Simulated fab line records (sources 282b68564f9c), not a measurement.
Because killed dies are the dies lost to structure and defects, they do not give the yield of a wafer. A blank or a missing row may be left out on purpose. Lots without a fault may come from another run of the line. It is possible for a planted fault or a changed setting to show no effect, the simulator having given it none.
Which tool was responsible? -- flow ritCmos -- 14 lots with 42 wafers sampled at 5 steps, on a route of 202 steps

== WHAT THE GAUGES SHOWED, per wafer ==
RIT_PWELL_OVL_MEAS_06.
lot,measured,on,PWELL_OVL (nm)
L189,day 2 00:12,overlay-02,1.9 0.9 0.6
L190,day 2 03:02,overlay-01,0.2 -2.1 -1.4
L191,day 2 08:24,overlay-01,0.7 1.3 -0.6
L192,day 2 14:02,overlay-02,-1.3 1.0 -0.8
L193,day 2 18:36,overlay-02,2.2 0.7 2.8
L194,day 3 01:11,overlay-01,-0.5 -0.3 -2.1
L198,day 3 19:43,overlay-02,0.5 -0.1 -1.0
L199,day 4 00:40,overlay-01,1.8 1.7 -0.1
L200,day 4 04:44,overlay-02,1.7 0.8 0.8
L201,day 4 11:03,overlay-01,1.4 -0.3 -0.2
L202,day 4 15:40,overlay-01,0.4 -1.1 1.0
L203,day 5 00:18,overlay-02,1.3 1.7 2.0
L207,day 5 21:15,overlay-02,-2.6 -2.4 -1.5
L209,day 6 02:31,overlay-02,-0.9 2.2 0.0

RIT_PSD_OVL_MEAS_06.
lot,measured,on,PSD_OVL (nm)
L189,day 3 01:25,overlay-01,-1.3 -2.8 -2.2
L190,day 3 06:26,overlay-01,-1.9 -1.7 -0.1
L191,day 3 11:51,overlay-02,0.1 0.3 0.1
L192,day 3 15:35,overlay-01,-0.1 0.6 -0.3
L193,day 3 21:34,overlay-02,1.5 -0.6 1.8
L194,day 4 04:55,overlay-01,-0.3 0.0 0.1
L198,day 5 03:22,overlay-02,-0.8 0.9 1.5
L199,day 5 05:09,overlay-01,-0.5 -1.8 -0.7
L200,day 5 08:29,overlay-01,0.8 2.1 0.9
L201,day 5 13:23,overlay-01,-1.1 -1.1 0.0
L202,day 5 19:52,overlay-01,1.0 3.1 2.4
L203,day 6 05:19,overlay-01,-1.4 -0.1 -0.4
L207,day 7 00:16,overlay-02,-0.6 0.1 1.3
L209,day 7 04:40,overlay-02,-2.1 -2.4 -2.4

RIT_CONTACT_THK_MEAS_01.
lot,measured,on,CONTACT_TEOS_THK (nm)
L189,day 3 03:36,filmMetro-02,391 397 403
L190,day 3 08:30,filmMetro-02,394 399 402
L191,day 3 13:54,filmMetro-02,402 401 407
L192,day 3 17:38,filmMetro-03,403 404 404
L193,day 3 23:38,filmMetro-02,395 403 406
L194,day 4 06:58,filmMetro-02,400 408 409
L198,day 5 05:25,filmMetro-01,401 406 406
L199,day 5 07:11,filmMetro-02,402 406 404
L200,day 5 10:34,filmMetro-01,405 408 412
L201,day 5 15:28,filmMetro-02,399 409 410
L202,day 5 21:59,filmMetro-01,403 398 402
L203,day 6 07:23,filmMetro-01,398 403 408
L207,day 7 02:43,filmMetro-01,397 394 404
L209,day 7 06:46,filmMetro-01,407 410 413

RIT_M1_CD_MEAS_90: target cd 2600 nm.
lot,measured,on,cdNm (nm)
L189,day 3 08:13,cdSem-01,2604.5 2603.1 2604.1
L190,day 3 13:28,cdSem-01,2604.7 2603.0 2602.6
L191,day 3 18:35,cdSem-01,2599.3 2600.7 2603.2
L192,day 3 22:17,cdSem-01,2603.7 2599.7 2600.5
L193,day 4 04:44,cdSem-01,2598.4 2601.2 2600.8
L194,day 4 11:33,cdSem-02,2597.2 2597.9 2597.9
L198,day 5 10:09,cdSem-01,2603.0 2602.4 2601.7
L199,day 5 12:02,cdSem-01,2604.1 2602.8 2602.2
L200,day 5 15:08,cdSem-01,2600.1 2600.6 2599.0
L201,day 5 20:10,cdSem-02,2604.4 2604.0 2603.8
L202,day 6 02:37,cdSem-01,2599.4 2597.8 2597.1
L203,day 6 12:08,cdSem-02,2600.7 2601.6 2600.5
L207,day 7 07:18,cdSem-01,2601.5 2608.5 2602.3
L209,day 7 11:34,cdSem-02,2612.1 2607.5 2609.4

== EACH LOT AND THE TOOL THAT RAN IT (in order: tool; ch and the chambers of the sampled wafers; start) ==
lot,RIT_M1_METAL_ETCH_12
L189,"rieMetal-01 ch 0,1, day 3 07:40"
L190,"rieMetal-02 ch 1, day 3 12:46"
L191,"rieMetal-04 ch 0,1, day 3 18:04"
L192,"rieMetal-01 ch 0,1, day 3 21:46"
L193,"rieMetal-02 ch 1, day 4 04:06"
L194,"rieMetal-04 ch 0,1, day 4 11:01"
L198,"rieMetal-01 ch 0,1, day 5 09:36"
L199,"rieMetal-02 ch 1, day 5 11:20"
L200,"rieMetal-04 ch 0,1, day 5 14:34"
L201,"rieMetal-01 ch 1, day 5 19:39"
L202,"rieMetal-02 ch 0,1, day 6 02:05"
L203,"rieMetal-04 ch 0,1, day 6 11:36"
L207,"rieMetal-02 ch 0,1, day 7 06:46"
L209,"rieMetal-02 ch 0,1, day 7 11:02"
- RIT_M1_METAL_ETCH_12: etches Al in Cl2/BCl3, stops on SiO2, time 165 s, target depth 600 nm.

== AS READ BY THE TOOLS THEMSELVES (means over the sampled wafers that have a number; for cases with no such wafer, the mark the record gives instead) ==
RIT_M1_METAL_ETCH_12.
lot,tool,drypumpMotorCurrentA (A),oesProductAu (a.u.),runLengthS (s),throttleValvePct (%)
L189,rieMetal-01,5.71,0.788,193.4,8.17
L190,rieMetal-02,6.11,0.779,193.3,8.35
L191,rieMetal-04,5.99,0.777,193.2,8.37
L192,rieMetal-01,5.72,0.791,193.5,8.17
L193,rieMetal-02,6.08,0.773,193.3,8.33
L194,rieMetal-04,5.97,0.773,193.5,8.38
L198,rieMetal-01,5.71,0.791,193.3,8.15
L199,rieMetal-02,6.06,0.776,193.3,8.36
L200,rieMetal-04,6.09,0.780,193.3,8.39
L201,rieMetal-01,5.61,0.794,193.7,8.19
L202,rieMetal-02,5.78,0.781,193.5,8.24
L203,rieMetal-04,6.09,0.783,193.2,8.38
L207,rieMetal-02,5.49,0.859,179.8,8.13
L209,rieMetal-02,5.81,0.925,165.9,8.23

== THE ANSWER, worked out from the rows above alone ==
Rule: the lots themselves supply what counts as usual. The widest of any qualifying gaps counts: lots, ordered by their means at a reading, are off when they make up no more than a third of the lots, leave a main group of 4 or more, and stand apart from it by 3 or more times the standard deviation of that group's means. A main group is skipped when, at the precision printed for the reading in the tables above, its means are all equal. A lot without any number at a reading at which 4 lots or more have one is off too. Any other lot the step has rows for is counted as sound. The gauges are gone through in route order, then the tools' own readings, and for those a lot's mean is taken as printed above. The first step at which some lot is off is used, and at that step the reading that is off furthest; a lot without a number counts as furthest.
Off at RIT_M1_METAL_ETCH_12 (runLengthS): L207, L209. Mean 193.4 s and standard deviation 0.14 in the main group.
A tool fits if, at that step or a process step before it, it ran every lot that is off, and no sound lot after the first of them. One fits: rieMetal-02 at RIT_M1_METAL_ETCH_12. A fault onset in the window from L202 (day 6 02:05, its last sound lot) to L207 (day 7 06:46, its first lot off) fits.
The tool's own readings at RIT_M1_METAL_ETCH_12 bear it out: on the lots that are off they differ by more than 5 times the standard deviation of the sound lots' means. oesProductAu reads 0.892 a.u. there against 0.782 a.u. on the sound lots; runLengthS reads 172.9 s there against 193.4 s on the sound lots.

== WHAT THE SIMULATOR HAD INSERTED ==
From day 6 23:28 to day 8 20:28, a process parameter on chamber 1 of rieMetal-02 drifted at RIT_M1_METAL_ETCH_12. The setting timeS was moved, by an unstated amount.
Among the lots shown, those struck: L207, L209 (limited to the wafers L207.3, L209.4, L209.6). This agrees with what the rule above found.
